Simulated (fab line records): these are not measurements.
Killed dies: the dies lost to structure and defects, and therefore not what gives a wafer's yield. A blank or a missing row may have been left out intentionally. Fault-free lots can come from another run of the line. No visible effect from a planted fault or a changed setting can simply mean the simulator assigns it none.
What tool caused it?    flow berkeley cmos170    21 wafers from 7 lots sampled at 2 of the route's 331 steps

WHAT EACH GAUGE READ, for each wafer
UCB170_GATE_THK_MEAS_02.
lot   measured      on             GATE_OXIDE_THK (nm)
L288  day 6 23:19   film metro-02  6.56 6.61 6.59
L290  day 7 03:04   film metro-02  6.64 6.69 6.56
L292  day 8 03:20   film metro-02  6.69 6.59 6.64
L294  day 8 03:20   film metro-03  6.64 6.63 6.47
L297  day 8 12:47   film metro-02  8.14 8.17 8.06
L301  day 8 23:14   film metro-04  6.37 6.51 6.52
L305  day 10 01:50  film metro-04  6.37 6.54 6.35

WHAT TOOL EACH LOT RAN ON (gives the tool, then ch and the chambers of the sampled wafers, and finally the start)
lot   UCB170_GATE_OXIDATION_01
L288  furnace-01 ch 0, day 6 21:49
L290  furnace-04 ch 0, day 7 01:33
L292  furnace-03 ch 0, day 8 01:46
L294  furnace-03 ch 0, day 8 01:46
L297  furnace-03 ch 0, day 8 11:17
L301  furnace-01 ch 0, day 8 21:37
L305  furnace-01 ch 0, day 10 00:19
- UCB170_GATE_OXIDATION_01: target thk 6.6 nm, ox time 1800 s.

THE ANSWER, worked out from the rows above alone
Rule: what is usual is taken from the lots themselves. The widest of any qualifying gaps counts: lots, ordered by their means at a reading, are off when they make up no more than a third of the lots, leave a main group of 4 or more, and stand apart from it by 3 or more times the standard deviation of that group's means. If all means in a main group match to the digits the tables above print for the reading, that group is not used. A lot without any number at a reading at which 4 lots or more have one is off too. Any other lot the step has rows for is counted as sound.
Off: L297, at UCB170_GATE_THK_MEAS_02 (GATE_OXIDE_THK). For the main group the mean is 6.55 nm and the standard deviation 0.082.
A tool fits if, at a process step before that reading, it ran every lot that is off, and no sound lot after the first of them. Those tools and the gauges at UCB170_GATE_THK_MEAS_02 are tried in the same way. This does not decide it: 2 tools fit, namely furnace-03 at UCB170_GATE_OXIDATION_01 and film metro-02 at UCB170_GATE_THK_MEAS_02.

WHAT THE SIMULATOR PUT IN
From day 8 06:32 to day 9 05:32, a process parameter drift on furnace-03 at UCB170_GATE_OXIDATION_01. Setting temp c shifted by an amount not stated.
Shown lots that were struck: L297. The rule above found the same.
